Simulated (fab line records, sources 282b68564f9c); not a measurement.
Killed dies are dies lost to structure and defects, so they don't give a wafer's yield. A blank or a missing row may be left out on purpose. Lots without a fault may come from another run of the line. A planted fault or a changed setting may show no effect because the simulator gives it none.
A struck lot beside a sound one | flow rit_cmos | 18 steps out of a route of 202
Sound: wafers L209.2, L209.3, L209.4. Struck: wafer L220.5. (L220.2, L220.6 of the same lot were not struck and are left out.) The cause comes at the end.
At each step with rows: each side's tool, then ch and its chambers, then its first start. Under that, the readings that differ: sound wafers | struck wafers | difference of the means | sigmas: that difference in standard deviations of wafers without a fault.
alike: readings whose means differ by less than 2 such deviations, and words and numbers that are the same on both sides. not compared: withheld readings, readings that some wafer has no value for, bounds like >300 that may hide the same value, and numbers for which the record gives no deviation and whose values overlap.
The two part at a step that has a row with sigmas, a row that says differs or no value, or rows on one side only. Numbers that don't overlap but have no deviation are shown without sigmas and don't part them. A reading that every wafer of one side lacks parts them only if that side has two wafers or more.

RIT_M1_SPUTTER_00: material Al, target thk 400 nm, time 500 s.
  sound on pvd_sputter-02, day 4 13:17; struck on pvd_sputter-01, day 6 12:32
  alike: throttle_valve_pct
RIT_M1_RS_MEAS_01: measures by four-point-probe.
  sound on film_metro-01, day 4 13:37; struck on film_metro-01, day 6 12:50
  alike: M1_AL_RS
RIT_M1_THK_MEAS_02: measures by xrf.
  sound on film_metro-01, day 4 13:43; struck on film_metro-01, day 6 12:57
  reading        | sound       | struck | difference | sigmas
  M1_AL_THK (nm) | 403 399 399 | 391    | -9         | -3
then, 6 steps without rows for these wafers: RIT_M1_HMDS_03 (prime time 60 s); RIT_M1_COAT_04 (resist thk 1300 nm); RIT_M1_SOFTBAKE_05 (time 60 s); RIT_M1_EXPOSE_06 (exposes mask M12, target cd 2600 nm); RIT_M1_PEB_07; RIT_M1_DEVELOP_08 (develop time 68 s).
RIT_M1_CD_MEAS_09: target cd 2600 nm.
  sound on cd_sem-01, day 4 14:50; struck on cd_sem-02, day 6 14:00
  alike: cd_nm
RIT_M1_OVL_MEAS_10:
  sound on overlay-01, day 4 14:56; struck on overlay-01, day 6 14:07
  reading     | sound          | struck | difference | sigmas
  M1_OVL (nm) | -1.6 -0.3 -2.6 | 1.3    | +2.8       | +2
then, 1 step without rows for these wafers: RIT_M1_HARDBAKE_11 (time 120 s).
RIT_M1_METAL_ETCH_12: etches Al in Cl2/BCl3, stops on SiO2, time 165 s, target depth 600 nm.
  sound on rie_metal-01 ch 0, day 4 15:16; struck on rie_metal-04 ch 1, day 6 14:23
  reading                                  | sound             | struck | difference | sigmas
  oes_product_au (a.u.)                    | 0.792 0.781 0.789 | 0.610  | -0.177     | -16
  over_etch_frac                           | 0.5 0.5 0.5       | 1.25   | +0.75      |
  throttle_valve_pct (%)                   | 8.41 8.43 8.43    | 8.05   | -0.37      | -3
  model.NOVOLAK_of_M1_COAT_04.thk_nm (nm)  | 799.1 801.1 800.8 | 637.4  | -162.9     |
  model.M1.feature_depth_nm (nm)           | 433.1 429 431     | 441    | +10        |
  model.SiO2_of_CONTACT_CVD_00.thk_nm (nm) | 361.8 359.9 363.9 | 346.2  | -15.7      |
  alike: drypump_motor_current_A
  not compared: rf_hours_counter_h
then, 1 step without rows for these wafers: RIT_M1_STRIP_13 (strips in nmp, time 600 s).
RIT_M1_STRIP_14: strips in O2, time 180 s.
  sound on plasma_asher-03 ch 0,1, day 4 15:43; struck on plasma_asher-01 ch 1, day 6 14:44
  alike: drypump_motor_current_A
  not compared: rf_hours_counter_h
RIT_M1_CD_MEAS_90: target cd 2600 nm.
  sound on cd_sem-02, day 4 15:55; struck on cd_sem-02, day 6 14:55
  reading    | sound          | struck | difference | sigmas
  cd_nm (nm) | 2600 2597 2600 | 2588   | -11        | -4
then, 1 step without rows for these wafers: RIT_M1_ANNEAL_15 (time 1800 s).
RIT_M1_PROBE_99:
  sound on prober-02, day 4 17:41; struck on prober-01, day 6 16:50
  reading                                 | sound                       | struck   | difference | sigmas
  model.etest.antenna_m1.gate_log10_a_cm2 | -6.037 -5.868 -6.029        | -5.431   | +0.547     |
  model.etest.antenna_m1.vt_shift_v (V)   | -0.01067 -0.01714 -0.008602 | -0.02697 | -0.01483   |
  alike: defect_limited_yield, killed_at_contacts, killed_at_front_end, killed_dies, killed_open, killed_short, sort_bin_3_pad_short, sort_bin_5_function, sort_bin_6_memory, sort_n_pass, sort_yield_pct

WHERE THEY PART
First at RIT_M1_THK_MEAS_02; last, within this record, at RIT_M1_CD_MEAS_90. Later steps at which nothing parts them and some readings are alike: RIT_M1_PROBE_99.

WHY: what the simulator had put in
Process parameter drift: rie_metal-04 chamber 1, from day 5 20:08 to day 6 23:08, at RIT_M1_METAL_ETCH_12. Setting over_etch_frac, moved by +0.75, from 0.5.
